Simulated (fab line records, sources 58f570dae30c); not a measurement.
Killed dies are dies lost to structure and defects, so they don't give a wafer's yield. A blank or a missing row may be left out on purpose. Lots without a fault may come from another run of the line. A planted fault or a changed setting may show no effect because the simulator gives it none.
Problem report in the 8D (eight disciplines) form, filled by code | flow berkeley_cmos170 | the parts of the form that need people (team, actions taken, sign-off) are left out

1. THE PROBLEM
heater_power_total_W at UCB170_ACTIVE_SOFTBAKE_09 reads a mean of 59.98 W on 6 wafers of 2 lots; wafers without a fault read 56.81 W with a standard deviation of 0.044. That is +72 standard deviations from the usual mean.
The step: time 60 s.
First seen on wafer L946.1, day 7 23:55, on litho_track-03. The record holds 42 wafers of 14 lots with a number at this step. Rule for "out", or "out of limits": more than 4 standard deviations from the usual mean. The other wafers with a number count as sound.

2. WHAT IT IS AND WHAT IT IS NOT
question                    | is                                 | is not
which readings at this step | heater_power_total_W, run_length_s | -
which lots                  | L946, L949                         | L928, L929, L930, L931, L934, L935, L937, L938, L941, L942, L943, L948
which wafers of those lots  | all that have a number             | -
read on which tools         | litho_track-03                     | litho_track-01, litho_track-04
when                        | from day 7 23:55                   | up to then (33 sound wafers); but 3 sound wafers of L948 came after

3. SUSPECTS, AND WHAT RULES EACH OUT
Counting: a tool at a process step up to the reading stays a suspect if it ran every lot that is out and no sound lot after the first of them.
- litho_track-03 at UCB170_ACTIVE_SOFTBAKE_09 (time 60 s): kept. It ran every lot that is out, first L946 (day 7 23:55), and no sound lot after that; its last sound lot up to then is L942 (day 7 10:12). Its own readings are out on those wafers: heater_power_total_W, run_length_s.
Left after counting: litho_track-03 at UCB170_ACTIVE_SOFTBAKE_09.

4. THE CAUSE (what the simulator had put in)
Process parameter drift: litho_track-03, from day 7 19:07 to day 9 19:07, at UCB170_ACTIVE_SOFTBAKE_09. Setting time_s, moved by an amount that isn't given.
Counting left only this tool.

5. THE CHAIN OF EFFECTS, in route order
Each row: a reading whose mean over the struck wafers that have a number lies more than 3 standard deviations from the usual. Only readings for which the record gives a usual standard deviation are gone through. hours: the time from each lot's start at the first step in this table that gives one to its start at this step, as a median over the lots. sigmas: the change in usual standard deviations.
hours | step                      | reading              | usual   | on struck wafers | change | sigmas
0     | UCB170_ACTIVE_SOFTBAKE_09 | heater_power_total_W | 56.81 W | 59.98            | +3.17  | +72
0     | UCB170_ACTIVE_SOFTBAKE_09 | run_length_s         | 89.33 s | 78.87            | -10.46 | -45
The process steps in it:
- UCB170_ACTIVE_SOFTBAKE_09: time 60 s.
Later measuring or inspecting steps at which every struck wafer that the step has a row for has a number for every such reading, and none has moved that far: UCB170_GATE_OVL_MEAS_13, UCB170_M3_CD_MEAS_15.

6. WHAT WOULD HAVE CAUGHT IT SOONER
In this record the first reading out of limits was taken at day 7 23:55, 5 hours after the fault began at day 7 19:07.
